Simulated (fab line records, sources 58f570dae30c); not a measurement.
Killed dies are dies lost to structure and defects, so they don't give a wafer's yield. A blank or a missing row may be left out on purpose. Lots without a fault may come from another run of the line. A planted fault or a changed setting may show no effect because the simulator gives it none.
fab line records | flow berkeley_cmos170
record lots=5 wafers=23
route steps=331 shown PSD@179 BACKSIDE@202 SILICIDE@211 CONTACT@226 M1@250 V1@256 M2@272
start_h: hours from the record's first day to the start of the lot's first wafer shown | wait_h: hours since the lot's step before | " the same as in the row above | L1.1+2: a row that stands for several wafers | - no value, or no start given | * or withheld: withheld | < > ~ a bound
route shown NAME@n: a module of which the file shows steps, and the number in the route of the first | usual: mean/standard deviation of fault-free wafers | same: alike in all rows | chamber/n: place in a boat | sites: the reading at each site | _std_site: their standard deviation | _edge_site: outer sites' mean less inner sites' | radius_mm: how far each site lies from the wafer's centre | mask NAME#n: copy n | behind: the tool/chamber that last shaped the wafer | hold: why the lot was held/for how many hours/how that ended | device: the transistor (n, p or np) that didn't switch | end of line: the same wafers' tests at the end of the route | a step without rows: its recipe alone | killed: dies lost to structure and defects at the first sort, not the wafer's yield | map: a wafer's dies, x killed, . not, _ none there
set.NAME: the setting as run; set.NAME@STEP: as run at that earlier step | model.NAME: the simulator's own value behind a step, which no gauge read
lots whose settings were changed on purpose; a table a step, a row a wafer
## steps
# step UCB170_PSD_PEB_04
# recipe peb_temp_c=130 peb_time_s=withheld resist=KrF
# columns lot.wafer tool chamber start_h wait_h set.peb_temp_c
L075.1+4+5 litho_track-03 0 187.49 0.2 130
L075.2+3 " 0 " " 133.4
L077.1+4 litho_track-03 0 188.22 0.5 126.1
L077.2+5+6 " 0 " " 130
L083.1+5+6 litho_track-04 0 226.08 0.1 132.9
L083.2+3 " 0 " " 130
L085.2+4 litho_track-01 0 226.08 0.4 130
L085.3+5+6 " 0 " " 132.2
L084.2+3+6 litho_track-04 0 226.43 0.1 130
# step UCB170_PSD_DEVELOP_05
# recipe developer=TMAH develop_time_s=45 resist=KrF dev_temp_c=21
# step UCB170_PSD_CD_MEAS_06
# recipe target_cd_nm=1200
# usual cd_nm=1199.7/1.5
# columns lot.wafer tool chamber start_h wait_h set.peb_temp_c@PSD_PEB_04 cd_nm
L075.1 cd_sem-02 - 187.77 - 130 1200.3
L075.2 " - " " 133.4 1220.8
L075.3 " - " " 133.4 1220.0
L075.4 " - " " 130 1201.2
L075.5 " - " " 130 1200.9
L077.1 cd_sem-01 - 188.49 - 126.1 1166.6
L077.2 " - " " 130 1197.8
L077.4 " - " " 126.1 1166.8
L077.5 " - " " 130 1196.9
L077.6 " - " " 130 1196.7
L085.2 cd_sem-02 - 226.35 - 130 1199.9
L085.3 " - " " 132.2 1212.7
L085.4 " - " " 130 1199.1
L085.5 " - " " 132.2 1212.3
L085.6 " - " " 132.2 1212.9
L083.1 cd_sem-02 - 226.45 - 132.9 1221.6
L083.2 " - " " 130 1201.2
L083.3 " - " " 130 1202.0
L083.5 " - " " 132.9 1220.8
L083.6 " - " " 132.9 1217.7
L084.2 cd_sem-02 - 226.70 - 130 1199.6
L084.3 " - " " 130 1199.4
L084.6 " - " " 130 1200.7
# step UCB170_BACKSIDE_STRIP_03
# recipe chemistry=O2 power_w=400 pressure_mtorr=3500 platen_temp_c=withheld o2_flow_sccm=400 overash_fraction=0.5
# usual oes_product_au=0.734/0.0044 strip_time_to_endpoint_s=22.00/0.055
# columns lot.wafer tool chamber start_h wait_h set.power_w oes_product_au strip_time_to_endpoint_s
L075.1 plasma_asher-03 1 191.70 0.1 400 0.736 21.99
L075.2 " 0 " " 400 0.738 21.97
L075.3 " 0 " " 400 0.741 21.98
L075.4 " 1 " " 400 0.730 21.98
L075.5 " 0 " " 400 0.729 21.91
L077.1 plasma_asher-02 0 192.83 0.1 438.9 0.766 20.54
L077.2 " 1 " " 400 0.730 22.06
L077.4 " 0 " " 438.9 0.771 20.60
L077.5 " 1 " " 400 0.738 22.02
L077.6 " 0 " " 438.9 0.766 20.52
L085.2 plasma_asher-02 0 229.30 0.1 369.9 0.700 23.34
L085.3 " 0 " " 400 0.729 22.07
L085.4 " 1 " " 400 0.732 22.11
L085.5 " 0 " " 400 0.736 22.09
L085.6 " 1 " " 369.9 0.709 23.42
L083.1 plasma_asher-02 1 230.01 0.1 381.6 0.713 22.72
L083.2 " 0 " " 400 0.739 22.00
L083.3 " 1 " " 400 0.732 21.93
L083.5 " 0 " " 400 0.729 22.00
L083.6 " 1 " " 381.6 0.721 22.75
L084.2 plasma_asher-03 1 230.16 0.1 400 0.730 21.95
L084.3 " 1 " " 400 0.739 21.93
L084.6 " 1 " " 400 0.732 21.89
# step UCB170_SILICIDE_SPUTTER_01
# recipe material=Ti target_thk_nm=30 time_s=25 power_w=1500 chamber_pressure_pa=0.5
# columns lot.wafer tool chamber start_h wait_h set.time_s model.Ti_of_SILICIDE_SPUTTER_01.thk_nm
L075.1 pvd_sputter-03 - 192.71 0.0 23.87 29.26
L075.2 " - " " 23.87 28.56
L075.3 " - " " 25 30.25
L075.4 " - " " 25 29.83
L075.5 " - " " 25 30.4
L077.1 pvd_sputter-03 - 193.78 0.0 25 29.66
L077.2 " - " " 25 29.73
L077.4 " - " " 23.43 27.56
L077.5 " - " " 25 29.88
L077.6 " - " " 23.43 27.96
L085.2+6 pvd_sputter-02 - 230.25 0.0 25 30.45
L085.3 " - " " 25 30.31
L085.4 " - " " 25 30.17
L085.5 " - " " 25 30.38
L083.1 pvd_sputter-01 - 230.96 0.0 25 29.07
L083.2 " - " " 25 29.95
L083.3 " - " " 27.99 33.88
L083.5 " - " " 27.99 33.47
L083.6 " - " " 27.99 34.14
L084.2 pvd_sputter-02 - 231.13 0.0 25 29.19
L084.3 " - " " 25 30.41
L084.6 " - " " 25 30.19
# step UCB170_SILICIDE_RS_MEAS_02
# recipe thk_meas_gauge=four-point-probe reads=Ti_of_SILICIDE_SPUTTER_01
# usual SILICIDE_TI_RS=26.2/0.45
# columns lot.wafer tool chamber start_h wait_h set.time_s@SILICIDE_SPUTTER_01 SILICIDE_TI_RS[ohm/sq]
L075.1 film_metro-03 - 192.74 0.0 23.87 26.8
L075.2 " - " " 23.87 27.7
L075.3 " - " " 25 25.8
L075.4 " - " " 25 26.4
L075.5 " - " " 25 25.8
L077.1 film_metro-01 - 193.81 0.0 25 26.5
L077.2 " - " " 25 26.4
L077.4 " - " " 23.43 28.8
L077.5 " - " " 25 26.2
L077.6 " - " " 23.43 28.3
L085.2 film_metro-02 - 230.30 0.0 25 25.7
L085.3 " - " " 25 25.8
L085.4 " - " " 25 26.0
L085.5 " - " " 25 25.8
L085.6 " - " " 25 25.7
L083.1 film_metro-01 - 230.99 0.0 25 27.0
L083.2 " - " " 25 26.1
L083.3 " - " " 27.99 22.6
L083.5 " - " " 27.99 22.9
L083.6 " - " " 27.99 22.4
L084.2 film_metro-02 - 231.18 0.0 25 27.1
L084.3 " - " " 25 25.7
L084.6 " - " " 25 25.9
# step UCB170_SILICIDE_THK_MEAS_03
# recipe thk_meas_gauge=xrf reads=Ti_of_SILICIDE_SPUTTER_01
# usual SILICIDE_TI_THK=29.8/0.41
# columns lot.wafer tool chamber start_h wait_h set.time_s@SILICIDE_SPUTTER_01 SILICIDE_TI_THK[nm]
L075.1 film_metro-03 - 192.86 0.1 23.87 29.0
L075.2 " - " " 23.87 28.2
L075.3 " - " " 25 30.0
L075.4 " - " " 25 29.6
L075.5 " - " " 25 30.0
L077.1 film_metro-01 - 193.93 0.1 25 29.5
L077.2 " - " " 25 29.7
L077.4 " - " " 23.43 27.4
L077.5 " - " " 25 29.8
L077.6 " - " " 23.43 27.9
L085.2 film_metro-02 - 230.41 0.1 25 30.4
L085.3 " - " " 25 30.2
L085.4 " - " " 25 30.1
L085.5 " - " " 25 30.2
L085.6 " - " " 25 30.2
L083.1 film_metro-01 - 231.11 0.1 25 28.7
L083.2 " - " " 25 29.8
L083.3 " - " " 27.99 33.4
L083.5 " - " " 27.99 33.3
L083.6 " - " " 27.99 34.0
L084.2 film_metro-02 - 231.29 0.1 25 29.1
L084.3 " - " " 25 30.2
L084.6 " - " " 25 30.2
# step UCB170_CONTACT_COAT_10
# recipe resist=KrF spin_rpm=1500 resist_thk_nm=900
# columns lot.wafer tool chamber start_h wait_h set.resist_thk_nm model.KrF_of_CONTACT_COAT_10.thk_nm
L075.1 litho_track-02 0 - - 900 903.7
L075.2 " 0 " " 857.5 858.5
L075.3 " 0 " " 900 902.1
L075.4 " 0 " " 857.5 859.3
L075.5 " 0 " " 900 903.4
L077.1 litho_track-03 0 - - 900 900.8
L077.2 " 0 " " 900 901.1
L077.4+5 " 0 " " 900 899.2
L077.6 " 0 " " 900 900.5
L085.2 litho_track-04 0 - - 900 900.7
L085.3 " 0 " " 883.2 884.5
L085.4 " 0 " " 900 900.1
L085.5 " 0 " " 900 900.5
L085.6 " 0 " " 883.2 882.4
L084.2 litho_track-03 0 - - 900 899.6
L084.3 " 0 " " 900 898.4
L084.6 " 0 " " 900 897.9
L083.1 litho_track-02 0 - - 900 897.9
L083.2 " 0 " " 848.1 846.1
L083.3 " 0 " " 900 897.6
L083.5 " 0 " " 848.1 847.5
L083.6 " 0 " " 848.1 843.9
# step UCB170_CONTACT_SOFTBAKE_11
# recipe resist=KrF temp_c=130 time_s=60
# step UCB170_CONTACT_EXPOSE_12
# recipe mask_id=CONT target_cd_nm=700 na=0.5 sigma_outer=0.6 source_shape=conventional dose_mj=35
# step UCB170_CONTACT_ETCH_17
# recipe chemistry=N2/H2 target_depth_a=withheld overetch_a=withheld target=BARC time_s=withheld source_w=500 bias_w=100 pressure_mtorr=30 n2_flow_sccm=100 h2_flow_sccm=200
# step UCB170_CONTACT_ETCH_18
# recipe chemistry=CHF3/CF4/Ar target=PSG stop_on=TiSi2 CHF3_flow_sccm=45 cf4_flow_sccm=15 Ar_flow_sccm=150 pressure_mtorr=200 rf_w=700 target_depth_a=8400 over_etch_frac=0.1879 time_s=195
# columns lot.wafer tool chamber start_h wait_h set.resist_thk_nm@CONTACT_COAT_10 model.KrF_of_CONTACT_COAT_10.thk_nm
L075.1 rie_diel-04 3 - - 900 696.8
L075.2 " 0 " " 857.5 655.3
L075.3 " 1 " " 900 692.4
L075.4 " 0 " " 857.5 655.9
L075.5 " 1 " " 900 693.6
L077.1 rie_diel-02 1 - - 900 697.2
L077.2 " 3 " " 900 695
L077.4 " 2 " " 900 686.9
L077.5 " 0 " " 900 692.3
L077.6 " 3 " " 900 693.6
L085.2 rie_diel-03 1 - - 900 686
L085.3 " 2 " " 883.2 677.6
L085.4 " 3 " " 900 699.2
L085.5 " 2 " " 900 694.9
L085.6 " 1 " " 883.2 670.2
L084.2 rie_diel-02 2 - - 900 687.9
L084.3 " 1 " " 900 696.2
L084.6 " 3 " " 900 691.2
L083.1 rie_diel-02 1 - - 900 696.2
L083.2 " 2 " " 848.1 633.5
L083.3 " 3 " " 900 690.6
L083.5 " 2 " " 848.1 634.6
L083.6 " 3 " " 848.1 636
# step UCB170_M1_METAL_ETCH_12
# recipe chemistry=Cl2/BCl3 target=Al stop_on=PSG pressure_mtorr=12 target_depth_a=7800 over_etch_frac=0.3 time_s=130 icp_w=600 bias_w=120 Cl2_flow_sccm=90 bcl3_flow_sccm=45
# columns lot.wafer tool chamber start_h wait_h set.icp_w model.KrF_of_M1_COAT_04.thk_nm
L075.1 rie_metal-01 1 200.74 - 600 427.8
L075.2 " 0 " " 662.2 395.1
L075.3 " 1 " " 600 427.1
L075.4 " 0 " " 662.2 394.9
L075.5 " 1 " " 662.2 382.1
L077.1 rie_metal-01 1 201.20 - 600 422.3
L077.2 " 0 " " 561.2 463.6
L077.4 " 0 " " 561.2 458.5
L077.5 " 1 " " 561.2 450.3
L077.6 " 0 " " 600 436
L085.2 rie_metal-03 1 239.94 - 533.7 485.6
L085.3 " 0 " " 600 415.9
L085.4 " 1 " " 600 442.4
L085.5 " 1 " " 533.7 486.5
L085.6 " 0 " " 600 414.7
L084.2 rie_metal-01 0 240.59 - 600 436.8
L084.3 " 1 " " 600 427.6
L084.6 " 1 " " 600 429.4
L083.1+5 rie_metal-04 1 241.12 - 600 -
L083.2 " 1 " " 600 436.1
L083.3 " 1 " " 600 436.2
L083.6 " 1 " " 600 436.8
# step UCB170_V1_CMP_02
# recipe material=SiO2 down_force_psi=6 platen_rpm=60 pad_velocity_m_s=0.75398
# columns lot.wafer tool chamber start_h wait_h set.leave_above_ref_nm model.SiO2_of_V1_CVD_00.thk_nm
L075.4 cmp-01 0 203.30 0.0 1033 1034
L075.3+2 " 1,3 " " 1033 -
L075.1 " 2 " " 1000 -
L075.5 " 0 " " 1000 1000
L077.2+1 cmp-02 1,3 203.60 0.2 1000 -
L077.4 " 2 " " 1000 1002
L077.6 " 1 " " 1000 1000
L077.5 " 2 " " 1000 1001
L085.3+4 cmp-01 1,2 241.86 0.0 1035 1036
L085.2+6 " 0,2 " " 1000 -
L085.5 " 1 " " 1000 1001
L084.2 cmp-01 2 243.19 0.0 1000 999.6
L084.3 " 3 " " 1000 1002
L084.6 " 3 " " 1000 1001
L083.1+3+6 cmp-01 1,0,1 243.49 0.3 1000 1001
L083.2+5 " 2 " " 1000 1002
# step UCB170_V1_THK_MEAS_04
# recipe reads=SiO2_of_V1_CVD_00
# usual V1_POLISHED_THK=1000.3/1
# columns lot.wafer tool chamber start_h wait_h set.leave_above_ref_nm@V1_CMP_02 V1_POLISHED_THK[nm]
L075.1 film_metro-02 - 203.72 0.1 1000 1000.4
L075.2 " - " " 1033 1033.2
L075.3 " - " " 1033 1032.5
L075.4 " - " " 1033 1034.5
L075.5 " - " " 1000 999.7
L077.1 film_metro-02 - 204.02 0.1 1000 1000.4
L077.2 " - " " 1000 1001.0
L077.4 " - " " 1000 1002.4
L077.5 " - " " 1000 1001.8
L077.6 " - " " 1000 999.7
L085.2 film_metro-02 - 242.29 0.1 1000 1001.3
L085.3 " - " " 1035 1035.0
L085.4 " - " " 1035 1035.1
L085.5 " - " " 1000 1000.8
L085.6 " - " " 1000 1000.0
L084.2 film_metro-04 - 243.62 0.1 1000 999.3
L084.3 " - " " 1000 1002.7
L084.6 " - " " 1000 1000.1
L083.1 film_metro-03 - 243.91 0.1 1000 1000.9
L083.2 " - " " 1000 1001.9
L083.3 " - " " 1000 1000.4
L083.5 " - " " 1000 1001.3
L083.6 " - " " 1000 1000.8
# step UCB170_V1_CLEAN_05
# recipe chemistry=DIW
# step UCB170_V1_HMDS_06
# recipe prime_time_s=60 prime_temp_c=100
# step UCB170_V1_ETCH_14
# recipe chemistry=CHF3/CF4/Ar target=SiO2 stop_on=Al CHF3_flow_sccm=45 cf4_flow_sccm=15 Ar_flow_sccm=150 pressure_mtorr=200 rf_w=700 target_depth_a=12500 over_etch_frac=0.2616 time_s=291
# columns lot.wafer tool chamber start_h wait_h set.leave_above_ref_nm@V1_CMP_02 model.etch.depth_nm model.V1.feature_depth_nm
L075.1 rie_diel-02 3 206.35 0.0 1000 - 1002
L075.2 " 0 " " 1033 - 1033
L075.3 " 2 " " 1033 - 1034
L075.4 " 2 " " 1033 1034 1035
L075.5 " 3 " " 1000 1000 1001
L077.1 rie_diel-03 0 206.46 0.0 1000 - 1001
L077.2 " 3 " " 1000 - 1000
L077.4 " 2 " " 1000 1002 1002
L077.5 " 3 " " 1000 1001 1001
L077.6 " 2 " " 1000 1000 1000
L085.2+6 rie_diel-01 3 245.81 0.0 1000 - 1002
L085.3+4 " 2,0 " " 1035 1036 1037
L085.5 " 0 " " 1000 1001 1002
L084.2 rie_diel-03 2 246.07 0.0 1000 999.6 999.6
L084.3 " 1 " " 1000 1002 1003
L084.6 " 3 " " 1000 1001 1001
L083.1 rie_diel-02 0 246.26 0.0 1000 - 1001
L083.2 " 1 " " 1000 1002 1002
L083.3 " 2 " " 1000 1001 1002
L083.5 " 2 " " 1000 - 1003
L083.6 " 1 " " 1000 1001 1001
# step UCB170_M2_SPUTTER_01
# recipe material=Al target_thk_nm=900 time_s=120 power_w=6000 chamber_pressure_pa=0.5
# columns lot.wafer tool chamber start_h wait_h set.power_w model.Al_of_M2_SPUTTER_01.thk_nm
L075.1 pvd_sputter-04 - 206.82 0.0 5597 828.3
L075.2 " - " " 5597 813
L075.3 " - " " 5597 822.5
L075.4 " - " " 6000 893.3
L075.5 " - " " 6000 877.3
L077.1 pvd_sputter-01 - 206.92 0.0 6515 968.5
L077.2 " - " " 6515 972
L077.4 " - " " 6000 902.9
L077.5 " - " " 6000 896.5
L077.6 " - " " 6000 894
L085.2 pvd_sputter-04 - 246.28 0.0 6619 1012
L085.3 " - " " 6000 897.5
L085.4 " - " " 6000 915.8
L085.5 " - " " 6000 910
L085.6 " - " " 6619 1008
L084.2 pvd_sputter-03 - 246.54 0.0 6000 899.7
L084.3 " - " " 6000 915.7
L084.6 " - " " 6000 896.3
L083.1 pvd_sputter-01 - 246.73 0.0 6000 889.9
L083.2 " - " " 6000 890.7
L083.3 " - " " 6000 895.3
L083.5 " - " " 6000 894.8
L083.6 " - " " 6000 889.2
# step UCB170_M2_RS_MEAS_02
# recipe thk_meas_gauge=four-point-probe reads=Al_of_M2_SPUTTER_01
# usual M2_AL_RS=0.0322/0.00045
# columns lot.wafer tool chamber start_h wait_h set.power_w@M2_SPUTTER_01 M2_AL_RS[ohm/sq]
L075.1 film_metro-01 - 206.90 0.0 5597 0.0349
L075.2 " - " " 5597 0.0357
L075.3 " - " " 5597 0.0352
L075.4 " - " " 6000 0.0324
L075.5 " - " " 6000 0.0330
L077.1 film_metro-03 - 207.01 0.0 6515 0.0299
L077.2 " - " " 6515 0.0298
L077.4 " - " " 6000 0.0321
L077.5 " - " " 6000 0.0323
L077.6 " - " " 6000 0.0324
L085.2 film_metro-01 - 246.38 0.1 6619 0.0286
L085.3 " - " " 6000 0.0322
L085.4 " - " " 6000 0.0315
L085.5 " - " " 6000 0.0318
L085.6 " - " " 6619 0.0286
L084.2 film_metro-01 - 246.64 0.1 6000 0.0321
L084.3 " - " " 6000 0.0315
L084.6 " - " " 6000 0.0322
L083.1 film_metro-01 - 246.81 0.0 6000 0.0325
L083.2 " - " " 6000 0.0325
L083.3 " - " " 6000 0.0323
L083.5 " - " " 6000 0.0323
L083.6 " - " " 6000 0.0325
# step UCB170_M2_THK_MEAS_03
# recipe thk_meas_gauge=xrf reads=Al_of_M2_SPUTTER_01
# usual M2_AL_THK=898/13
# columns lot.wafer tool chamber start_h wait_h set.power_w@M2_SPUTTER_01 M2_AL_THK[nm]
L075.1 film_metro-01 - 207.02 0.1 5597 827
L075.2 " - " " 5597 814
L075.3 " - " " 5597 822
L075.4 " - " " 6000 891
L075.5 " - " " 6000 876
L077.1 film_metro-03 - 207.13 0.1 6515 958
L077.2 " - " " 6515 964
L077.4 " - " " 6000 893
L077.5 " - " " 6000 890
L077.6 " - " " 6000 886
L085.2 film_metro-01 - 246.49 0.1 6619 1009
L085.3 " - " " 6000 898
L085.4 " - " " 6000 915
L085.5 " - " " 6000 907
L085.6 " - " " 6619 1006
L084.2 film_metro-01 - 246.75 0.1 6000 897
L084.3 " - " " 6000 914
L084.6 " - " " 6000 894
L083.1 film_metro-01 - 246.93 0.1 6000 891
L083.2 " - " " 6000 891
L083.3 " - " " 6000 899
L083.5 " - " " 6000 894
L083.6 " - " " 6000 885
## key
split step=UCB170_PSD_PEB_04 setting=peb_temp_c stated=130 by=wafer
response step=UCB170_PSD_CD_MEAS_06 reading=cd_nm change=+8.7 per=1% r=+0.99
split step=UCB170_BACKSIDE_STRIP_03 setting=power_w stated=400 by=wafer
response step=UCB170_BACKSIDE_STRIP_03 reading=oes_product_au change=+0.00355 per=1% r=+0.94
response step=UCB170_BACKSIDE_STRIP_03 reading=strip_time_to_endpoint_s change=* per=1% r=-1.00
split step=UCB170_SILICIDE_SPUTTER_01 setting=time_s stated=25 by=wafer
response step=UCB170_SILICIDE_SPUTTER_01 reading=model.Ti_of_SILICIDE_SPUTTER_01.thk_nm change=+0.344 per=1% r=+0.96
response step=UCB170_SILICIDE_RS_MEAS_02 reading=SILICIDE_TI_RS change=-0.328 per=1% r=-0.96
response step=UCB170_SILICIDE_THK_MEAS_03 reading=SILICIDE_TI_THK change=+0.342 per=1% r=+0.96
split step=UCB170_CONTACT_COAT_10 setting=resist_thk_nm stated=900 by=wafer
response step=UCB170_CONTACT_COAT_10 reading=model.KrF_of_CONTACT_COAT_10.thk_nm change=+9.14 per=1% r=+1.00
response step=UCB170_CONTACT_ETCH_18 reading=model.KrF_of_CONTACT_COAT_10.thk_nm change=+9.45 per=1% r=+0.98
split step=UCB170_M1_METAL_ETCH_12 setting=icp_w stated=600 by=wafer
response step=UCB170_M1_METAL_ETCH_12 reading=model.KrF_of_M1_COAT_04.thk_nm change=-4.59 per=1% r=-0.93
split step=UCB170_V1_CMP_02 setting=leave_above_ref_nm stated=1000 by=wafer
response step=UCB170_V1_CMP_02 reading=model.SiO2_of_V1_CVD_00.thk_nm change=+10.1 per=1% r=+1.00
response step=UCB170_V1_THK_MEAS_04 reading=V1_POLISHED_THK change=+9.95 per=1% r=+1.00
response step=UCB170_V1_ETCH_14 reading=model.etch.depth_nm change=+10.1 per=1% r=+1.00
response step=UCB170_V1_ETCH_14 reading=model.V1.feature_depth_nm change=+9.97 per=1% r=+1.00
split step=UCB170_M2_SPUTTER_01 setting=power_w stated=6000 by=wafer
response step=UCB170_M2_SPUTTER_01 reading=model.Al_of_M2_SPUTTER_01.thk_nm change=+9.36 per=1% r=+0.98
response step=UCB170_M2_RS_MEAS_02 reading=M2_AL_RS change=-0.000319 per=1% r=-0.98
response step=UCB170_M2_THK_MEAS_03 reading=M2_AL_THK change=+9.21 per=1% r=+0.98
